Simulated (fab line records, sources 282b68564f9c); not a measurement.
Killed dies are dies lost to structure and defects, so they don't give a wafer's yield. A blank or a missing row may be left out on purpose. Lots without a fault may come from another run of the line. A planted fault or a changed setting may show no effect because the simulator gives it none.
fab line records | flow rit_cmos
record lots=6 wafers=18 last_day=7
route steps=202 shown NLDD@110 PLDD@114 SPACER@125 NSD@131 PSD@142 M1@202
lots that met no fault: from a run of the same line without faults
start_h: hours from the record's first day to the start of the lot's first wafer shown | wait_h: hours since the lot's step before | " the same as in the row above | L1.1+2: a row that stands for several wafers | - no value, or no start given | * or withheld: withheld | < > ~ a bound
route shown NAME@n: a module of which the file shows steps, and the number in the route of the first | usual: mean/standard deviation of fault-free wafers | same: alike in all rows | chamber/n: place in a boat | sites: the reading at each site | _std_site: their standard deviation | _edge_site: outer sites' mean less inner sites' | radius_mm: how far each site lies from the wafer's centre | mask NAME#n: copy n | behind: the tool/chamber that last shaped the wafer | hold: why the lot was held/for how many hours/how that ended | device: the transistor (n, p or np) that didn't switch | end of line: the same wafers' tests at the end of the route | a step without rows: its recipe alone | killed: dies lost to structure and defects at the first sort, not the wafer's yield | map: a wafer's dies, x killed, . not, _ none there
set.NAME: the setting as run; set.NAME@STEP: as run at that earlier step | model.NAME: the simulator's own value behind a step, which no gauge read
lots at some steps of the route; a table a step, a row a wafer
services: from which hour (start_h, from the record's first day; less than 0 if before it) a tool's chamber was out of use, for how many hours, and why
## steps
# step RIT_NLDD_HARDBAKE_07
# recipe resist=NOVOLAK temp_c=140 time_s=60
# step RIT_NLDD_IMPLANT_08
# recipe species=P energy_kev=20.21 dose_cm2=5e+14 tilt_deg=7
# step RIT_NLDD_STRIP_09
# recipe chemistry=O2 time_s=180 resist=NOVOLAK platen_temp_c=withheld power_w=500 pressure_mtorr=4000 o2_flow_sccm=4000
# usual drypump_motor_current_A=5.9/0.37
# columns lot.wafer tool chamber start_h wait_h drypump_motor_current_A rf_hours_counter_h
L277.2 plasma_asher-04 1 55.62 0.1 5.3 41
L277.3 " 0 " " 6.3 -
L277.5 " 0 " " 6.3 -
L279.1 plasma_asher-02 1 66.87 0.1 6.0 44
L279.3 " 1 " " 6.0 -
L279.5 " 1 " " 6.0 -
L283.2 plasma_asher-03 1 86.36 0.1 5.8 32
L283.4 " 1 " " 5.7 -
L283.6 " 0 " " 6.1 -
L285.1 plasma_asher-02 1 96.30 0.1 6.1 47
L285.4 " 0 " " 6.0 -
L285.6 " 1 " " 6.0 -
L293.1 plasma_asher-04 1 136.29 0.1 5.3 50
L293.2 " 0 " " 6.3 50
L293.4 " 0 " " 6.3 -
L294.1 plasma_asher-04 1 142.29 0.1 5.3 50
L294.4 " 0 " " 6.3 -
L294.5 " 0 " " 6.3 -
# step RIT_NLDD_TW_MEAS_10
# usual NLDD_TW=2502/16
# columns lot.wafer tool chamber start_h wait_h NLDD_TW
L277.2 film_metro-03 - 55.80 0.1 2534
L277.3 " - " " 2524
L277.5 " - " " 2517
L279.1 film_metro-02 - 67.04 0.1 2489
L279.3 " - " " 2491
L279.5 " - " " 2490
L283.2 film_metro-03 - 86.54 0.1 2508
L283.4 " - " " 2517
L283.6 " - " " 2514
L285.1 film_metro-03 - 96.47 0.1 2520
L285.4 " - " " 2509
L285.6 " - " " 2520
L293.1 film_metro-02 - 136.47 0.1 2499
L293.2 " - " " 2488
L293.4 " - " " 2511
L294.1 film_metro-02 - 142.46 0.1 2502
L294.4 " - " " 2496
L294.5 " - " " 2495
# step RIT_PLDD_HMDS_00
# recipe prime_time_s=60 prime_temp_c=140
# step RIT_PLDD_COAT_01
# recipe resist=NOVOLAK spin_rpm=3250 resist_thk_nm=1000
# step RIT_PLDD_SOFTBAKE_02
# recipe resist=NOVOLAK temp_c=90 time_s=60
# step RIT_PLDD_EXPOSE_03
# recipe mask_id=M8 na=0.57 target_cd_nm=40900 dose_mj=250
# step RIT_PLDD_PEB_04
# recipe resist=NOVOLAK temp_c=withheld time_s=withheld
# step RIT_PLDD_DEVELOP_05
# recipe resist=NOVOLAK develop_time_s=50 dev_temp_c=23
# step RIT_PLDD_OVL_MEAS_06
# usual PLDD_OVL=0.1/1.4
# columns lot.wafer tool chamber start_h wait_h PLDD_OVL[nm]
L277.2 overlay-02 - 56.83 - 2.0
L277.3 " - " " 2.1
L277.5 " - " " 1.8
L279.1 overlay-01 - 68.08 - -2.3
L279.3 " - " " -2.5
L279.5 " - " " -2.0
L283.2 overlay-02 - 87.45 - 3.3
L283.4 " - " " 2.8
L283.6 " - " " 3.2
L285.1 overlay-02 - 97.52 - 0.1
L285.4 " - " " 1.2
L285.6 " - " " -1.3
L293.1 overlay-02 - 137.50 - -0.7
L293.2 " - " " -1.4
L293.4 " - " " -1.7
L294.1 overlay-01 - 143.39 - -1.0
L294.4 " - " " -0.6
L294.5 " - " " -2.5
# step RIT_PLDD_HARDBAKE_07
# recipe resist=NOVOLAK temp_c=140 time_s=60
# step RIT_PLDD_IMPLANT_08
# recipe species=BF2 energy_kev=19.68 dose_cm2=9e+14 tilt_deg=7
# usual dose_ions_cm2=8.998e+14/1.1e+12 faraday_current_uA=2822/54 tilt_deg=7.002/0.021
# columns lot.wafer tool chamber start_h wait_h dose_ions_cm2 faraday_current_uA tilt_deg
L277.2 implanter-04 0 57.04 0.1 9.008e+14 2805 6.993
L277.3 " 0 " " 9.004e+14 2886 7.016
L277.5 " 0 " " 8.998e+14 2872 7.010
L279.1 implanter-03 0 68.26 0.1 8.994e+14 2791 7.003
L279.3 " 0 " " 8.992e+14 2841 7.036
L279.5 " 0 " " 8.995e+14 2832 6.993
L283.2 implanter-03 0 87.65 0.1 8.309e+14 2604 7.015
L283.4 " 0 " " 8.308e+14 2603 7.017
L283.6 " 0 " " 8.322e+14 2565 6.991
L285.1 implanter-03 0 97.70 0.1 8.297e+14 2535 7.001
L285.4 " 0 " " 8.32e+14 2657 7.040
L285.6 " 0 " " 8.304e+14 2560 6.991
L293.1 implanter-01 0 137.69 0.1 9.01e+14 2814 6.983
L293.2 " 0 " " 9.015e+14 2791 7.020
L293.4 " 0 " " 9.018e+14 2805 7.004
L294.1 implanter-01 0 143.58 0.1 8.981e+14 2805 7.014
L294.4 " 0 " " 8.993e+14 2836 7.033
L294.5 " 0 " " 8.993e+14 2848 6.995
# step RIT_PLDD_STRIP_09
# recipe chemistry=O2 time_s=180 resist=NOVOLAK platen_temp_c=withheld power_w=500 pressure_mtorr=4000 o2_flow_sccm=4000
# usual drypump_motor_current_A=5.8/0.44
# columns lot.wafer tool chamber start_h wait_h drypump_motor_current_A rf_hours_counter_h
L277.2 plasma_asher-01 1 57.16 0.1 5.2 38
L277.3 " 0 " " 6.2 -
L277.5 " 0 " " 6.2 -
L279.1 plasma_asher-04 0 68.41 0.1 6.3 43
L279.3 " 0 " " 6.3 -
L279.5 " 0 " " 6.3 -
L283.2 plasma_asher-04 1 87.78 0.1 5.3 44
L283.4 " 0 " " 6.3 -
L283.6 " 1 " " 5.3 -
L285.1 plasma_asher-04 0 97.85 0.1 6.3 45
L285.4 " 1 " " 5.3 -
L285.6 " 0 " " 6.3 -
L293.1 plasma_asher-02 1 137.84 0.1 6.0 52
L293.2 " 0 " " 6.0 52
L293.4 " 0 " " 6.0 -
L294.1 plasma_asher-04 1 143.73 0.1 5.3 50
L294.4 " 0 " " 6.3 -
L294.5 " 1 " " 5.3 -
# step RIT_PLDD_TW_MEAS_10
# usual PLDD_TW=2344/13
# columns lot.wafer tool chamber start_h wait_h PLDD_TW
L277.2 film_metro-03 - 57.35 0.1 2363
L277.3 " - " " 2361
L277.5 " - " " 2353
L279.1 film_metro-03 - 68.59 0.1 2346
L279.3 " - " " 2361
L279.5 " - " " 2363
L283.2 film_metro-01 - 87.96 0.1 2306
L283.4 " - " " 2307
L283.6 " - " " 2306
L285.1 film_metro-01 - 98.03 0.1 2298
L285.4 " - " " 2297
L285.6 " - " " 2288
L293.1 film_metro-02 - 138.01 0.1 2337
L293.2 " - " " 2336
L293.4 " - " " 2323
L294.1 film_metro-02 - 143.90 0.1 2316
L294.4 " - " " 2338
L294.5 " - " " 2319
# step RIT_SPACER_CLEAN_00
# recipe chemistry=SC1 mix=3:3:50 time_s=600 temp_c=75
# step RIT_SPACER_CLEAN_01
# recipe chemistry=dHF dilution=50:1 time_s=30
# step RIT_SPACER_CLEAN_02
# recipe chemistry=SC2 mix=3:3:50 time_s=600 temp_c=75 dry=n2_spin
# step RIT_SPACER_CVD_03
# recipe material=Si3N4 target_thk_nm=250 temp_c=810 precursor=SiH2Cl2/NH3 time_s=3300 pressure_mtorr=300 sih2cl2_flow_sccm=60 nh3_flow_sccm=150
# step RIT_SPACER_THK_MEAS_04
# recipe reads=Si3N4_of_SPACER_CVD_03
# usual SPACER_NITRIDE_THK=249.5/2.4
# columns lot.wafer tool chamber start_h wait_h SPACER_NITRIDE_THK[nm]
L277.2 film_metro-03 - 59.71 0.0 250.6
L277.3 " - " " 252.1
L277.5 " - " " 253.0
L279.1 film_metro-03 - 71.12 0.0 248.6
L279.3 " - " " 247.8
L279.5 " - " " 247.1
L283.2 film_metro-02 - 90.31 0.0 247.0
L283.4 " - " " 249.6
L283.6 " - " " 248.1
L285.1 film_metro-02 - 101.33 0.0 249.2
L285.4 " - " " 248.5
L285.6 " - " " 247.2
L293.1 film_metro-04 - 140.45 0.0 252.1
L293.2 " - " " 250.5
L293.4 " - " " 252.9
L294.1 film_metro-03 - 146.24 0.0 247.6
L294.4 " - " " 248.8
L294.5 " - " " 249.1
# step RIT_SPACER_ETCHBACK_05
# recipe target_depth_a=2500 SF6_flow_sccm=30 CHF3_flow_sccm=30 target=Si3N4 chemistry=SF6/CHF3 pressure_mtorr=40 rf_w=250 time_s=240 stop_on=SiO2
# usual drypump_motor_current_A=5.9/0.3 oes_product_au=0.843/0.013 throttle_valve_pct=10.21/0.14
# columns lot.wafer tool chamber start_h wait_h drypump_motor_current_A oes_product_au rf_hours_counter_h throttle_valve_pct
L277.2 rie_diel-02 0 59.76 0.0 6.0 0.824 21 10.22
L277.3 " 1 " " 6.4 0.828 3 10.22
L277.5 " 1 " " 6.4 0.841 - 10.24
L279.1 rie_diel-04 2 71.18 0.1 6.0 0.845 165 10.27
L279.3 " 0 " " 5.5 0.854 83 10.26
L279.5 " 0 " " 5.5 0.849 - 10.27
L283.2 rie_diel-04 0 90.36 0.0 5.5 0.844 83 10.26
L283.4 " 2 " " 6.0 0.860 0 10.27
L283.6 " 0 " " 5.6 0.846 - 10.28
L285.1 rie_diel-03 1 101.39 0.1 5.7 0.845 39 10.52
L285.4 " 3 " " 5.8 0.847 6 10.03
L285.6 " 3 " " 5.7 0.847 - 10.04
L293.1 rie_diel-03 2 140.51 0.1 6.3 0.851 107 9.87
L293.2 " 3 " " 5.7 0.855 7 10.04
L293.4 " 0 " " 6.3 0.848 49 10.27
L294.1 rie_diel-04 1 146.30 0.1 6.0 0.830 4 10.32
L294.4 " 0 " " 5.5 0.858 84 10.26
L294.5 " 0 " " 5.5 0.853 - 10.25
# step RIT_NSD_HMDS_00
# recipe prime_time_s=60 prime_temp_c=140
# step RIT_NSD_COAT_01
# recipe resist=NOVOLAK spin_rpm=3250 resist_thk_nm=1000
# step RIT_NSD_SOFTBAKE_02
# recipe resist=NOVOLAK temp_c=90 time_s=60
# step RIT_NSD_EXPOSE_03
# recipe mask_id=M9 na=0.57 target_cd_nm=40700 dose_mj=250
# step RIT_NSD_PEB_04
# recipe resist=NOVOLAK temp_c=withheld time_s=withheld
# step RIT_NSD_DEVELOP_05
# recipe resist=NOVOLAK develop_time_s=50 dev_temp_c=23.72
# step RIT_NSD_OVL_MEAS_06
# usual NSD_OVL=-0.2/1.5
# columns lot.wafer tool chamber start_h wait_h NSD_OVL[nm]
L277.2 overlay-01 - 60.89 - -1.4
L277.3 " - " " 1.0
L277.5 " - " " 1.4
L279.1 overlay-01 - 72.18 - -1.0
L279.3 " - " " 1.0
L279.5 " - " " -2.2
L283.2 overlay-01 - 91.51 - -0.7
L283.4 " - " " 1.3
L283.6 " - " " 1.2
L285.1 overlay-02 - 102.52 - 0.4
L285.4 " - " " 1.0
L285.6 " - " " 0.6
L293.1 overlay-01 - 141.54 - 1.5
L293.2 " - " " 1.5
L293.4 " - " " -0.3
L294.1 overlay-01 - 147.31 - -1.9
L294.4 " - " " -0.7
L294.5 " - " " -2.1
# step RIT_NSD_HARDBAKE_07
# recipe resist=NOVOLAK temp_c=140 time_s=60
# step RIT_NSD_IMPLANT_08
# recipe species=P energy_kev=25 dose_cm2=1e+15 tilt_deg=7
# step RIT_NSD_STRIP_09
# recipe chemistry=O2 time_s=180 resist=NOVOLAK platen_temp_c=withheld power_w=500 pressure_mtorr=4000 o2_flow_sccm=4000
# usual drypump_motor_current_A=5.9/0.31
# columns lot.wafer tool chamber start_h wait_h drypump_motor_current_A rf_hours_counter_h
L277.2 plasma_asher-02 1 61.22 0.1 6.0 44
L277.3 " 1 " " 6.1 -
L277.5 " 1 " " 6.0 -
L279.1 plasma_asher-01 1 72.52 0.1 5.2 40
L279.3 " 0 " " 6.2 -
L279.5 " 0 " " 6.2 -
L283.2 plasma_asher-01 1 91.84 0.1 5.2 42
L283.4 " 0 " " 6.2 -
L283.6 " 0 " " 6.2 -
L285.1 plasma_asher-03 0 102.85 0.1 6.1 34
L285.4 " 1 " " 5.7 -
L285.6 " 0 " " 6.1 -
L293.1 plasma_asher-02 1 141.88 0.1 6.0 52
L293.2 " 0 " " 6.0 52
L293.4 " 1 " " 6.0 -
L294.1 plasma_asher-03 1 147.64 0.1 5.8 39
L294.4 " 0 " " 6.1 -
L294.5 " 1 " " 5.7 -
# step RIT_NSD_TW_MEAS_10
# usual NSD_TW=3120/19
# columns lot.wafer tool chamber start_h wait_h NSD_TW
L277.2 film_metro-01 - 61.40 0.1 3116
L277.3 " - " " 3133
L277.5 " - " " 3114
L279.1 film_metro-02 - 72.69 0.1 3093
L279.3 " - " " 3081
L279.5 " - " " 3087
L283.2 film_metro-02 - 92.03 0.1 3104
L283.4 " - " " 3082
L283.6 " - " " 3087
L285.1 film_metro-03 - 103.03 0.1 3133
L285.4 " - " " 3132
L285.6 " - " " 3143
L293.1 film_metro-01 - 142.05 0.1 3132
L293.2 " - " " 3117
L293.4 " - " " 3144
L294.1 film_metro-03 - 147.82 0.1 3127
L294.4 " - " " 3124
L294.5 " - " " 3157
# step RIT_PSD_HMDS_00
# recipe prime_time_s=60 prime_temp_c=140
# step RIT_PSD_COAT_01
# recipe resist=NOVOLAK spin_rpm=3250 resist_thk_nm=1000
# step RIT_PSD_SOFTBAKE_02
# recipe resist=NOVOLAK temp_c=90 time_s=60
# step RIT_PSD_EXPOSE_03
# recipe mask_id=M10 na=0.57 target_cd_nm=40900 dose_mj=250
# step RIT_PSD_PEB_04
# recipe resist=NOVOLAK temp_c=withheld time_s=withheld
# step RIT_PSD_DEVELOP_05
# recipe resist=NOVOLAK develop_time_s=50 dev_temp_c=23
# step RIT_PSD_OVL_MEAS_06
# usual PSD_OVL=0.1/1.3
# columns lot.wafer tool chamber start_h wait_h PSD_OVL[nm]
L277.2 overlay-02 - 62.44 - -0.6
L277.3 " - " " -0.3
L277.5 " - " " 0.6
L279.1 overlay-01 - 73.73 - 0.2
L279.3 " - " " 0.3
L279.5 " - " " 1.7
L283.2 overlay-01 - 93.06 - 0.8
L283.4 " - " " 0.8
L283.6 " - " " -1.8
L285.1 overlay-02 - 103.94 - 1.2
L285.4 " - " " 0.7
L285.6 " - " " 2.6
L293.1 overlay-01 - 142.96 - 0.7
L293.2 " - " " 0.2
L293.4 " - " " 0.4
L294.1 overlay-01 - 148.85 - -0.7
L294.4 " - " " -1.8
L294.5 " - " " -0.3
# step RIT_PSD_HARDBAKE_07
# recipe resist=NOVOLAK temp_c=141 time_s=60
# step RIT_PSD_IMPLANT_08
# recipe species=BF2 energy_kev=27 dose_cm2=5e+15 tilt_deg=7
# step RIT_PSD_STRIP_09
# recipe chemistry=O2 time_s=180 resist=NOVOLAK platen_temp_c=withheld power_w=500 pressure_mtorr=4000 o2_flow_sccm=4000
# usual drypump_motor_current_A=5.8/0.41
# columns lot.wafer tool chamber start_h wait_h drypump_motor_current_A rf_hours_counter_h
L277.2 plasma_asher-03 0 62.77 0.1 6.1 30
L277.3 " 0 " " 6.1 -
L277.5 " 1 " " 5.7 -
L279.1 plasma_asher-04 0 74.06 0.1 6.3 43
L279.3 " 1 " " 5.3 -
L279.5 " 1 " " 5.3 -
L283.2 plasma_asher-04 0 93.39 0.1 6.3 45
L283.4 " 1 " " 5.3 -
L283.6 " 1 " " 5.3 -
L285.1 plasma_asher-03 0 104.27 0.1 6.1 34
L285.4 " 0 " " 6.1 -
L285.6 " 0 " " 6.1 -
L293.1 plasma_asher-03 1 143.30 0.1 5.7 38
L293.2 " 0 " " 6.1 38
L293.4 " 0 " " 6.1 -
L294.1 plasma_asher-01 1 149.19 0.1 5.2 4
L294.4 " 1 " " 5.3 -
L294.5 " 0 " " 6.2 -
# step RIT_SDANNEAL_RS_MEAS_06
# recipe thk_meas_gauge=four-point-probe
# usual PLDD_RS=179.7/0.51
# columns lot.wafer tool chamber start_h wait_h PLDD_RS[ohm/sq]
L277.2 film_metro-03 - 63.72 0.1 180.0
L277.3 " - " " 180.1
L277.5 " - " " 180.3
L279.1 film_metro-03 - 74.99 0.1 180.5
L279.3 " - " " 180.2
L279.5 " - " " 180.4
L283.2 film_metro-03 - 94.31 0.1 187.2
L283.4 " - " " 187.6
L283.6 " - " " 187.1
L285.1 film_metro-03 - 105.17 0.1 187.1
L285.4 " - " " 187.5
L285.6 " - " " 187.0
L293.1 film_metro-03 - 144.21 0.1 179.7
L293.2 " - " " 180.3
L293.4 " - " " 179.8
L294.1 film_metro-02 - 150.09 0.1 179.8
L294.4 " - " " 179.0
L294.5 " - " " 180.0
# step RIT_M1_PROBE_99
# usual killed_at_M0_to_M3=0.0/0.14 killed_at_contacts=0.1/0.29 killed_at_front_end=6.3/2.8 killed_dies=6.4/2.8 killed_open=3.3/1.7 killed_short=3.1/1.9
# same gross_dies=264 killed_at_M4_up=0 killed_at_back_side=0 killed_at_other=0
# columns lot.wafer tool chamber start_h wait_h killed_at_M0_to_M3 killed_at_contacts killed_at_front_end killed_dies killed_open killed_short
L277.2 prober-02 - 71.02 0.1 0 0 8 8 3 5
L277.3 prober-02 - 71.07 0.2 0 0 7 7 4 3
L277.5 prober-02 - 71.17 0.2 0 0 7 7 5 2
L279.1 prober-02 - 83.66 0.1 0 0 3 3 1 2
L279.3 prober-02 - 83.76 0.2 0 0 4 4 0 4
L279.5 prober-02 - 83.86 0.2 0 0 7 7 4 3
L283.2 prober-02 - 103.09 0.1 1 0 5 6 2 4
L283.4 prober-02 - 103.19 0.2 0 0 8 8 6 2
L283.6 prober-02 - 103.29 0.2 0 0 5 5 2 3
L285.1 prober-02 - 112.70 0.1 0 1 7 8 3 4
L285.4 prober-02 - 112.85 0.2 0 0 6 6 6 0
L285.6 prober-02 - 112.95 0.2 0 1 3 4 2 1
L293.1 prober-02 - 151.42 0.1 0 0 0 0 0 0
L293.2 prober-02 - 151.47 0.1 0 0 6 6 3 3
L293.4 prober-02 - 151.57 0.2 0 0 4 4 2 2
L294.1 prober-01 - 157.47 0.1 0 0 5 5 3 2
L294.4 prober-01 - 157.62 0.2 0 0 15 15 9 5
L294.5 prober-01 - 157.67 0.2 0 0 10 10 1 9
# killed by level:class
L277.2 GATE:geometric_particle:short=2 GATE:geometric_particle:open=2 FOX1:geometric_particle:short=1 REOX:geometric_particle:short=1 SILICIDE:geometric_particle:short=1 SILICIDE:geometric_particle:open=1
L277.3 GATE:geometric_particle:short=2 SPACER:geometric_particle:open=2 FOX1:geometric_particle:open=1 GATE:geometric_particle:open=1 SPACER:geometric_particle:short=1
L277.5 GATE:geometric_particle:open=3 FOX2:geometric_particle:short=1 SPACER:geometric_particle:open=1 SILICIDE:geometric_particle:open=1 SILICIDE:geometric_particle:short=1
L279.1 FOX1:geometric_particle:short=1 REOX:geometric_particle:short=1 SILICIDE:geometric_particle:open=1
L279.3 GATE:geometric_particle:short=3 SPACER:geometric_particle:short=1
L279.5 SILICIDE:geometric_particle:short=3 GATE:geometric_particle:open=2 FOX2:geometric_particle:open=1 SILICIDE:geometric_particle:open=1
L283.2 SPACER:geometric_particle:open=2 SPACER:geometric_particle:short=2 REOX:geometric_particle:short=1 M1:geometric_particle:short=1
L283.4 GATE:geometric_particle:open=3 SPACER:geometric_particle:open=2 REOX:geometric_particle:short=1 REOX:geometric_particle:open=1 SPACER:geometric_particle:short=1
L283.6 FOX2:geometric_particle:short=1 GATE:geometric_particle:short=1 REOX:geometric_particle:open=1 SPACER:geometric_particle:open=1 SPACER:geometric_particle:short=1
L285.1 REOX:geometric_particle:open=2 REOX:geometric_particle:short=2 FOX1:geometric_particle:open=1 GATE:geometric_particle:short=1 SILICIDE:geometric_particle:short=1 CONTACT:coat_microbubble_printed=1
L285.4 REOX:geometric_particle:open=3 FOX1:geometric_particle:open=1 FOX2:geometric_particle:open=1 GATE:geometric_particle:open=1
L285.6 GATE:geometric_particle:short=1 REOX:geometric_particle:open=1 SILICIDE:geometric_particle:open=1 CONTACT:coat_microbubble_printed=1
L293.2 FOX1:geometric_particle:short=1 FOX1:geometric_particle:open=1 REOX:geometric_particle:open=1 SPACER:geometric_particle:short=1 SILICIDE:geometric_particle:open=1 SILICIDE:geometric_particle:short=1
L293.4 REOX:geometric_particle:short=2 FOX2:geometric_particle:open=1 GATE:geometric_particle:open=1
L294.1 REOX:geometric_particle:open=2 FOX1:geometric_particle:short=1 SILICIDE:geometric_particle:open=1 SILICIDE:geometric_particle:short=1
L294.4 SPACER:geometric_particle:open=4 REOX:geometric_particle:short=3 GATE:geometric_particle:open=2 FOX1:geometric_particle:open=1 FOX2:geometric_particle:short=1 REOX:geometric_particle:open=1 SILICIDE:geometric_particle:short=1 SILICIDE:geometric_particle:open=1
L294.5 REOX:geometric_particle:short=3 GATE:geometric_particle:short=2 FOX1:geometric_particle:short=1 FOX2:geometric_particle:short=1 REOX:geometric_particle:open=1 SPACER:geometric_particle:short=1 SILICIDE:geometric_particle:short=1
## services
# columns tool chamber start_h hours kind
plasma_asher-04 - 40.20 13.1 repair
rie_diel-02 0 60.45 4.0 repair
implanter-03 - 63.28 2.1 repair
rie_diel-04 2 71.33 - clean
rie_diel-04 2 71.33 14.6 scheduled_down
rie_diel-04 2 71.33 14.6 vent_cycle
plasma_asher-03 - 71.77 2.8 pm
rie_diel-04 3 77.90 5.4 repair
plasma_asher-04 - 83.19 3.2 repair
rie_diel-02 3 101.76 7.7 repair
rie_diel-03 - 105.71 4.3 pm
implanter-01 - 106.97 2.5 repair
plasma_asher-01 - 108.75 9.0 pm
plasma_asher-01 0 108.75 9.0 vent_cycle
plasma_asher-01 1 108.75 9.0 vent_cycle
rie_diel-02 - 110.99 0.8 repair
plasma_asher-01 0 117.75 - clean
plasma_asher-01 1 117.75 - clean
implanter-03 - 138.30 1.4 repair
plasma_asher-04 - 139.44 1.2 repair
implanter-04 - 140.12 1.9 repair
## key
first_sign step=RIT_PLDD_IMPLANT_08 reading=dose_ions_cm2 direction=down sigmas=61 usual=8.998e+14 struck=8.31e+14
effect step=RIT_PLDD_IMPLANT_08 reading=faraday_current_uA direction=down sigmas=4.3 usual=2822 struck=2587
effect step=RIT_PLDD_TW_MEAS_10 reading=PLDD_TW direction=down sigmas=3.3 usual=2344 struck=2300
effect step=RIT_SDANNEAL_RS_MEAS_06 reading=PLDD_RS direction=up sigmas=15 usual=179.7 struck=187.2
met_at RIT_PLDD_IMPLANT_08
struck_wafers L283.2,L283.4,L283.6,L285.1,L285.4,L285.6
tester_left_out L283,L285
onset_between 68.26 87.65
fault kind=process_parameter_drift tool=implanter-03 chamber=- onset_h=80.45 steps=RIT_PLDD_IMPLANT_08 channel=dose_cm2 offset=-6.9135e+13 shape=step end_h=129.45 acts_in=these_recipes_only stated=9e+14
# tester_left_out: of these lots the tester's yield and bins aren't shown, on N5 and GAA mostly nor the transistor test; their killed dies are dies lost to structure and defects alone, not to doping, threshold or leakage, so they don't give the yield
